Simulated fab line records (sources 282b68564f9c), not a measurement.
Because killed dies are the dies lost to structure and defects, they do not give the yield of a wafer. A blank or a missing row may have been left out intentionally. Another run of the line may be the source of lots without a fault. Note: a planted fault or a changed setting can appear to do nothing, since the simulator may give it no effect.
Struck lot and sound lot, side by side :: flow rit cmos :: 44 out of 202 route steps
Sound: these wafers, L921.3, L921.4, L921.6. The struck wafers were L923.3, L923.5, L923.6. At the end, the cause is stated.
Order at every step that has rows: each side's tool, ch and its chambers, its first start. Under that, the readings that differ: sound wafers :: struck wafers :: difference of the means :: sigmas: that difference in standard deviations of wafers without a fault.
alike: same words and numbers on both sides, and readings whose means sit less than 2 such deviations apart. not compared: any withheld reading, any reading some wafer has no value for, any bound like >300 that may hide the same value, and any number with overlapping values for which the record gives no deviation.
A row with sigmas, a row that says differs or no value, or rows on one side alone: a step with any of these is where the two part. Numbers that don't overlap but have no deviation are shown without sigmas and don't part them. A reading missing from all wafers of one side parts the sides only when that side holds two or more wafers.

first, 3 steps without rows for these wafers: RIT_GATE_EXPOSE_13 (exposes mask M6, target cd 150 nm); RIT_GATE_PEB_14; RIT_GATE_DEVELOP_15 (develop time 50 s).
RIT_GATE_CD_MEAS_16 targets a cd of 150 nm.
  sound: cd sem-02 at day 3 05:06; struck: cd sem-02 at day 3 13:34
  alike: cd nm
RIT_GATE_OVL_MEAS_17:
  sound: overlay-01 at day 3 05:11; struck: overlay-01 at day 3 13:40
  alike: GATE_OVL
then, 1 step without rows for these wafers: RIT_GATE_HARDBAKE_18 (time 60 s).
RIT_GATE_ETCH_19: etches poly-Si in SF6/CHF3/O2, stops on SiO2, time 165 s, target depth 312.5 nm.
  sound on rie si-02 ch 1,3, day 3 05:22; struck on rie si-02 ch 0,2,3, day 3 13:50
reading: oes product au (a.u.)
sound: 0.835 0.817 0.824
struck: 0.858 0.842 0.849
difference: +0.024
sigmas: +2
  alike: SF6_flow_sccm, drypump motor current A, throttle valve pct
  not compared: rf hours counter h
RIT_GATE_STRIP_20: strips in O2, time 180 s.
  sound on plasma asher-03 ch 0,1, day 3 05:32; struck on plasma asher-03 ch 0,1, day 3 14:00
  alike: drypump motor current A
  not compared: rf hours counter h
RIT_GATE_CD_MEAS_90 targets a cd of 150 nm.
  sound: cd sem-01 at day 3 05:41; struck: cd sem-01 at day 3 14:09
  alike: cd nm
then, 3 steps without rows for these wafers: RIT_REOX_CLEAN_00 (cleans in SC1, time 600 s); RIT_REOX_CLEAN_01 (cleans in dHF, time 30 s); RIT_REOX_CLEAN_02 (cleans in SC2, time 600 s).
RIT_REOX_OXIDATION_03: target thk 25.2 nm, ox time 5580 s.
  sound on furnace-01 ch 0, day 3 06:08; struck on furnace-02 ch 0, day 3 14:39
reading: spike tc centre C (C)
sound: 902.0 903.2 900.5
struck: 936.9 937.1 937.9
difference: +35.4
sigmas: +32

reading: spike tc load C (C)
sound: 925.7 926.7 924.7
struck: 961.6 962.3 961.1
difference: +36.0
sigmas: +33

reading: spike tc source C (C)
sound: 920.8 920.4 920.5
struck: 959.6 960.0 958.9
difference: +38.9
sigmas: +23

reading: tube center temp C (C)
sound: 899.88 899.89 899.89
struck: 935.1 935.27 935.14
difference: +35.3
sigmas: +99 or more

reading: tube_center_temp_C_max
sound: 901.7 902.2 902.3
struck: 936.9 937.1 937.0
difference: +34.9
sigmas: +85

reading: model.SiO2_of_REOX_OXIDATION_03.thk nm (nm)
sound: 25.64 25.56 25.14
struck: 36.58 36.68 36.99
difference: +11.30
sigmas: 

reading: model.poly-Si_of_GATE_CVD_08.thk nm (nm)
sound: 230.7 232.1 232.2
struck: 228.2 227.4 230
difference: -3.1
sigmas: 
RIT_REOX_THK_MEAS_04:
  sound: film metro-04 at day 3 08:43; struck: film metro-03 at day 3 17:13
reading: REOX_OXIDE_THK (nm)
sound: 25.7 25.6 25.1
struck: 36.6 36.7 37.0
difference: +11.3
sigmas: +23
then, 6 steps without rows for these wafers: RIT_NLDD_HMDS_00 (prime time 60 s); RIT_NLDD_COAT_01 (resist thk 1000 nm); RIT_NLDD_SOFTBAKE_02 (time 60 s); RIT_NLDD_EXPOSE_03 (exposes mask M7, target cd 40700 nm); RIT_NLDD_PEB_04; RIT_NLDD_DEVELOP_05 (develop time 50 s).
RIT_NLDD_OVL_MEAS_06:
  sound: overlay-01 at day 3 09:37; struck: overlay-01 at day 3 18:13
  alike: NLDD_OVL
then, 2 steps without rows for these wafers: RIT_NLDD_HARDBAKE_07 (time 60 s); RIT_NLDD_IMPLANT_08.
RIT_NLDD_STRIP_09: strips in O2, time 180 s.
  sound on plasma asher-04 ch 0,1, day 3 09:59; struck on plasma asher-02 ch 0,1, day 3 18:36
  alike: drypump motor current A
  not compared: rf hours counter h
RIT_NLDD_TW_MEAS_10:
  sound: film metro-02 at day 3 10:08; struck: film metro-01 at day 3 18:44
  alike: NLDD_TW
then, 6 steps without rows for these wafers: RIT_PLDD_HMDS_00 (prime time 60 s); RIT_PLDD_COAT_01 (resist thk 1000 nm); RIT_PLDD_SOFTBAKE_02 (time 60 s); RIT_PLDD_EXPOSE_03 (exposes mask M8, target cd 40900 nm); RIT_PLDD_PEB_04; RIT_PLDD_DEVELOP_05 (develop time 50 s).
RIT_PLDD_OVL_MEAS_06:
  sound: overlay-02 at day 3 11:10; struck: overlay-02 at day 3 19:52
  alike: PLDD_OVL
then, 2 steps without rows for these wafers: RIT_PLDD_HARDBAKE_07 (time 60 s); RIT_PLDD_IMPLANT_08.
RIT_PLDD_STRIP_09: strips in O2, time 180 s.
  sound on plasma asher-03 ch 0,1, day 3 11:32; struck on plasma asher-02 ch 0,1, day 3 20:14
  alike: drypump motor current A
  not compared: rf hours counter h
RIT_PLDD_TW_MEAS_10:
  sound: film metro-02 at day 3 11:41; struck: film metro-01 at day 3 20:23
  alike: PLDD_TW
RIT_SPACER_CLEAN_00: cleans in SC1, time 600 s.
  sound on wet bench-02 ch 0, day 3 11:43; struck on wet bench-03 ch 1, day 3 20:25
reading: bath guard temp C (C)
sound: 75.5 75.8 75.3
struck: 74.6 74.3 74.3
difference: -1.1
sigmas: -2

reading: model.SiO2_of_REOX_OXIDATION_03.thk nm (nm)
sound: 23.65 23.58 23.19
struck: 33.7 33.78 34.07
difference: +10.4
sigmas: 
then, 3 steps without rows for these wafers: RIT_SPACER_CLEAN_01 (cleans in dHF, time 30 s); RIT_SPACER_CLEAN_02 (cleans in SC2, time 600 s); RIT_SPACER_CVD_03 (deposits Si3N4 from SiH2Cl2/NH3, target thk 250 nm, time 3300 s).
RIT_SPACER_THK_MEAS_04:
  sound: film metro-01 at day 3 14:01; struck: film metro-03 at day 3 22:46
  alike: SPACER_NITRIDE_THK
RIT_SPACER_ETCHBACK_05: etches Si3N4 in SF6/CHF3, stops on SiO2, target depth 250 nm, time 240 s.
  sound on rie diel-01 ch 1,2,3, day 3 14:04; struck on rie diel-02 ch 2,3, day 3 22:49
  alike: SF6_flow_sccm, drypump motor current A, oes product au, throttle valve pct
  not compared: rf hours counter h
RIT_SDANNEAL_CLEAN_02: cleans in SC2, time 600 s.
  sound on wet bench-04 ch 3, day 3 17:23; struck on wet bench-04 ch 2, day 4 02:24
reading: model.poly-Si_of_GATE_CVD_08.thk nm (nm)
sound: 160.7 161 161.9
struck: 158.1 157.5 159.7
difference: -2.8
sigmas: 
  alike: bath guard temp C
RIT_M1_PROBE_99:
  sound: prober-01 at day 4 01:35; struck: prober-01 at day 4 12:40
reading: model.etest.pldd.rs ohm sq
sound: 503.1 499.4 477.4
struck: 2691 2724 2918
difference: +2284
sigmas: 

reading: model.etest.nmos_0p15.r on ohm um
sound: 1149 1184 1140
struck: 1966 2013 2101
difference: +869
sigmas: 

reading: model.etest.nmos_0p3.r on ohm um
sound: 2165 2204 2184
struck: 2954 2976 3094
difference: +824
sigmas: 

reading: model.etest.pldd.line ohm um
sound: 158.2 159 152
struck: 853.3 857.3 917.4
difference: +719.6
sigmas: 

reading: model.etest.nldd.rs ohm sq
sound: 384.3 387.2 373.6
struck: 817.1 822.3 850.1
difference: +448.1
sigmas: 

reading: model.etest.nmos turned.drive ua um
sound: 312.9 311.4 320.7
struck: - - -
difference: no value on the struck wafers
sigmas: 

reading: model.etest.nmos_0p15.drive ua um
sound: 458.8 453.6 457.9
struck: 318.1 313.6 304.9
difference: -144.6
sigmas: 

reading: model.etest.nldd.line ohm um
sound: 123.2 123.1 117.5
struck: 258.5 261.7 263.1
difference: +139.8
sigmas: 
  alike: killed_at_M0_to_M3, killed at front end, killed dies, killed open, killed short

WHERE THEY PART
At RIT_GATE_ETCH_19 first; at RIT_M1_PROBE_99 last (within this record only).

WHY: what the simulator had put in
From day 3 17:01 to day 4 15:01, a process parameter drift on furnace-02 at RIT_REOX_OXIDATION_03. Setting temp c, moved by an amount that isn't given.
